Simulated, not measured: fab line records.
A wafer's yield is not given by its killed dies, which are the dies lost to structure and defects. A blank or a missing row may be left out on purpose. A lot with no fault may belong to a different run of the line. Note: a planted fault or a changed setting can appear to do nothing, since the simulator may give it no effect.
Split-lot study | flow rit_cmos | 23 wafers read from 5 lots, route of 202 steps

## ABOUT THE SPLIT
At RIT_GATE_EXPOSE_13 (exposes mask M6, target cd 150 nm), the setting dose_mj was moved away from the recipe's 380 on 9 of the 23 wafers read, by -3.7% to +4.0%. All remaining wafers had this setting at the recipe value.

## FROM THE SPLIT TO THE READING: what the file shows between them, 2 steps
- RIT_GATE_PEB_14
- RIT_GATE_DEVELOP_15: develop time 50 s

## THE READING
cd_nm (nm) at RIT_GATE_CD_MEAS_16, where the cd target is 150 nm. Fault-free wafers of this fab line usually give 148.8 nm, standard deviation 2.9 nm.

wafer  | tool, chamber at the split | dose_mj as run | against the recipe | cd_nm, nm | against lot-mates on the recipe
L074.1 | iline_stepper-01, 0        | 380            | recipe             | 144.6     | -
L074.2 | iline_stepper-01, 0        | 380            | recipe             | 145.7     | -
L074.4 | iline_stepper-01, 0        | 395.2          | +4.0%              | 125.9     | -19.3
L074.5 | iline_stepper-01, 0        | 380            | recipe             | 145.3     | -
L074.6 | iline_stepper-01, 0        | 395.2          | +4.0%              | 127.4     | -17.8
L079.1 | iline_stepper-01, 0        | 380            | recipe             | 150.3     | -
L079.2 | iline_stepper-01, 0        | 366            | -3.7%              | 169.5     | +19.9
L079.3 | iline_stepper-01, 0        | 380            | recipe             | 148.8     | -
L079.4 | iline_stepper-01, 0        | 366            | -3.7%              | 165.4     | +15.8
L079.5 | iline_stepper-01, 0        | 366            | -3.7%              | 166.9     | +17.3
L080.1 | iline_stepper-01, 0        | 380            | recipe             | 149.3     | -
L080.2 | iline_stepper-01, 0        | 391            | +2.9%              | 132.6     | -14.8
L080.3 | iline_stepper-01, 0        | 380            | recipe             | 144.9     | -
L080.4 | iline_stepper-01, 0        | 391            | +2.9%              | 133.4     | -14.0
L080.5 | iline_stepper-01, 0        | 380            | recipe             | 148.1     | -
L084.1 | iline_stepper-01, 0        | 380            | recipe             | 146.6     | -
L084.2 | iline_stepper-01, 0        | 369.3          | -2.8%              | 161.8     | +13.6
L084.3 | iline_stepper-01, 0        | 369.3          | -2.8%              | 161.9     | +13.7
L084.4 | iline_stepper-01, 0        | 380            | recipe             | 149.2     | -
L084.5 | iline_stepper-01, 0        | 380            | recipe             | 148.8     | -
L085.3 | iline_stepper-01, 0        | 380            | recipe             | 144.0     | -
L085.5 | iline_stepper-01, 0        | 380            | recipe             | 145.2     | -
L085.6 | iline_stepper-01, 0        | 380            | recipe             | 144.1     | -

THE FIT
A straight line over all 23 wafers: cd_nm changes by -5.23 nm for each +1% of dose_mj; r = -0.99; the points scatter about the line by 2 nm.
The same after taking each lot's own level away (the mean of its wafers on the recipe; 23 wafers): -4.79 nm for each +1%; r = -0.99; scatter 1.2 nm.
That fit puts the effect of the largest move of dose_mj on the reading at 19 nm.
Across the lots, their own levels run from 144.43 to 149.55 nm, a range of 1.8 times the standard deviation given above.
The two slopes are in agreement: the lot-to-lot level therefore moves the slope only a little.
Check: for one of the wafers moved furthest among these (+4.0%), held out of the fit, the line's prediction against its lot-mates is -19.1 nm. Against them it came out at -19.3 nm.

## THESE WAFERS: OTHER SPLITS
Other splits were also applied to these wafers ahead of the reading. Each is held against what the fit with the lots' levels taken away leaves over:
other split on the same wafers   | wafers away from the commonest value | r with cd_nm (lot level and that fit taken away)
RIT_ACTIVE_OXIDATION_01 temp_c   | 18                                   | -0.01
RIT_ACTIVE_COAT_06 resist_thk_nm | 8                                    | +0.23
RIT_ACTIVE_DEVELOP_10 dev_temp_c | 5                                    | -0.23
RIT_FOX1_OXIDATION_00 temp_c     | 10                                   | -0.09
RIT_NWELL_IMPLANT_08 energy_kev  | 7                                    | +0.00
RIT_PWELL_COAT_01 spin_rpm       | 9                                    | -0.16
RIT_PWELL_IMPLANT_08 dose_cm2    | 8                                    | -0.07
RIT_PRETRO_IMPLANT_08 energy_kev | 5                                    | -0.23
RIT_GATE_CVD_08 sih4_flow_sccm   | 18                                   | +0.09

## THE WHOLE CHAIN: every reading that the file lists as answering this split, in the file's order
step                | what it does      | reading                                                                        | change (the file's fit)              | r (the file's)
RIT_GATE_DEVELOP_15 | develop time 50 s | GATE.cd_nm (the simulator's own value, which no gauge read)                    | -4.79 nm for each +1% of the setting | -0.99
RIT_GATE_CD_MEAS_16 | target cd 150 nm  | cd_nm                                                                          | -4.79 nm for each +1% of the setting | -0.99
RIT_M1_PROBE_99     |                   | etest.pmos_turned.r_on_ohm_um (the simulator's own value, which no gauge read) | -112 for each +1% of the setting     | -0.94
RIT_M1_PROBE_99     |                   | etest.pmos_0p15.r_on_ohm_um (the simulator's own value, which no gauge read)   | -109 for each +1% of the setting     | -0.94
RIT_M1_PROBE_99     |                   | etest.nmos_0p15.r_on_ohm_um (the simulator's own value, which no gauge read)   | -36.5 for each +1% of the setting    | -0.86

## THE FILE'S OWN FIT
cd_nm changes by -4.79 nm for each +1% of dose_mj, r = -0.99.
